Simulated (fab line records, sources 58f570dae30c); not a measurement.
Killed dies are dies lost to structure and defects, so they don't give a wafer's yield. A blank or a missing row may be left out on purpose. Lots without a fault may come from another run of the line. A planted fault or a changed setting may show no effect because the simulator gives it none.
A struck lot beside a sound one | flow berkeley_cmos170 | 26 steps out of a route of 331
Sound: wafers L603.2, L603.4, L603.5. Struck: wafers L606.1, L606.5, L606.6. The cause comes at the end.
At each step with rows: each side's tool, then ch and its chambers, then its first start. Under that, the readings that differ: sound wafers | struck wafers | difference of the means | sigmas: that difference in standard deviations of wafers without a fault.
alike: readings whose means differ by less than 2 such deviations, and words and numbers that are the same on both sides. not compared: withheld readings, readings that some wafer has no value for, bounds like >300 that may hide the same value, and numbers for which the record gives no deviation and whose values overlap.
The two part at a step that has a row with sigmas, a row that says differs or no value, or rows on one side only. Numbers that don't overlap but have no deviation are shown without sigmas and don't part them. A reading that every wafer of one side lacks parts them only if that side has two wafers or more.

first, 2 steps without rows for these wafers: UCB170_SCREENOX_WET_ETCH_00 (etches SiO2 in dHF, time 200 s); UCB170_SCREENOX_OXIDATION_01 (target thk 14.4 nm, ox time 2400 s).
UCB170_SCREENOX_THK_MEAS_02:
  sound on film_metro-02, day 6 01:20; struck on film_metro-01, day 6 12:26
  alike: SCREENOX_OXIDE_THK
then, 7 steps without rows for these wafers: UCB170_SCREENOX_ANNEAL_03 (time 900 s); UCB170_NVT_HMDS_00 (prime time 60 s); UCB170_NVT_COAT_01 (resist thk 900 nm); UCB170_NVT_SOFTBAKE_02 (time 60 s); UCB170_NVT_EXPOSE_03 (exposes mask PWELL, target cd 3000 nm); UCB170_NVT_PEB_04; UCB170_NVT_DEVELOP_05 (develop time 45 s).
UCB170_NVT_OVL_MEAS_06:
  sound on overlay-01, day 6 12:46; struck on overlay-02, day 6 16:53
  reading      | sound    | struck | difference | sigmas
  NVT_OVL (nm) | -3 -4 -4 | 4 9 9  | +11        | +2
then, 1 step without rows for these wafers: UCB170_NVT_IMPLANT_07.
UCB170_NVT_STRIP_08: strips in O2.
  sound on plasma_asher-03 ch 0,1, day 6 12:57; struck on plasma_asher-02 ch 0,1, day 6 17:04
  no value came back on the struck wafers for any of 5 readings (chamber_pressure_mTorr (mTorr), drypump_motor_current_A (A) and others); on the sound wafers chamber_pressure_mTorr (mTorr) reads 3499 3496 3501
  reading                              | sound | struck            | difference | sigmas
  model.KrF_of_NVT_COAT_01.thk_nm (nm) | 0 0 0 | 890.9 888.4 889.7 | +889.7     |
  not compared: rf_hours_counter_h
UCB170_NVT_TW_MEAS_09:
  sound on film_metro-03, day 6 13:04; struck on film_metro-04, day 6 17:10
  alike: NVT_TW
then, 7 steps without rows for these wafers: UCB170_NVT_CLEAN_10 (cleans in SPM, time 600 s); UCB170_PVT_HMDS_00 (prime time 60 s); UCB170_PVT_COAT_01 (resist thk 900 nm); UCB170_PVT_SOFTBAKE_02 (time 59.17 s); UCB170_PVT_EXPOSE_03 (exposes mask NWELL, target cd 3000 nm); UCB170_PVT_PEB_04; UCB170_PVT_DEVELOP_05 (develop time 45 s).
UCB170_PVT_OVL_MEAS_06:
  sound on overlay-01, day 6 14:42; struck on overlay-01, day 6 21:27
  alike: PVT_OVL
then, 1 step without rows for these wafers: UCB170_PVT_IMPLANT_07.
UCB170_PVT_STRIP_08: strips in O2.
  sound on plasma_asher-03 ch 0,1, day 6 14:53; struck on plasma_asher-01 ch 0,1, day 6 21:38
  reading                      | sound             | struck            | difference | sigmas
  strip_time_to_endpoint_s (s) | 21.66 21.61 21.63 | 47.96 47.94 47.97 | +26.32     | +99 or more
  alike: chamber_pressure_mTorr, drypump_motor_current_A, o2_flow_sccm, oes_product_au
  not compared: rf_hours_counter_h
UCB170_PVT_TW_MEAS_09:
  sound on film_metro-04, day 6 14:59; struck on film_metro-03, day 6 21:44
  reading | sound             | struck         | difference | sigmas
  PVT_TW  | 508.7 507.0 507.0 | 29.8 30.0 30.0 | -477.6     | -99 or more
then, 1 step without rows for these wafers: UCB170_GATE_WET_ETCH_00 (etches SiO2 in dHF, time 200 s).

WHERE THEY PART
First at UCB170_NVT_OVL_MEAS_06; last, within this record, at UCB170_PVT_TW_MEAS_09.

WHY: what the simulator had put in
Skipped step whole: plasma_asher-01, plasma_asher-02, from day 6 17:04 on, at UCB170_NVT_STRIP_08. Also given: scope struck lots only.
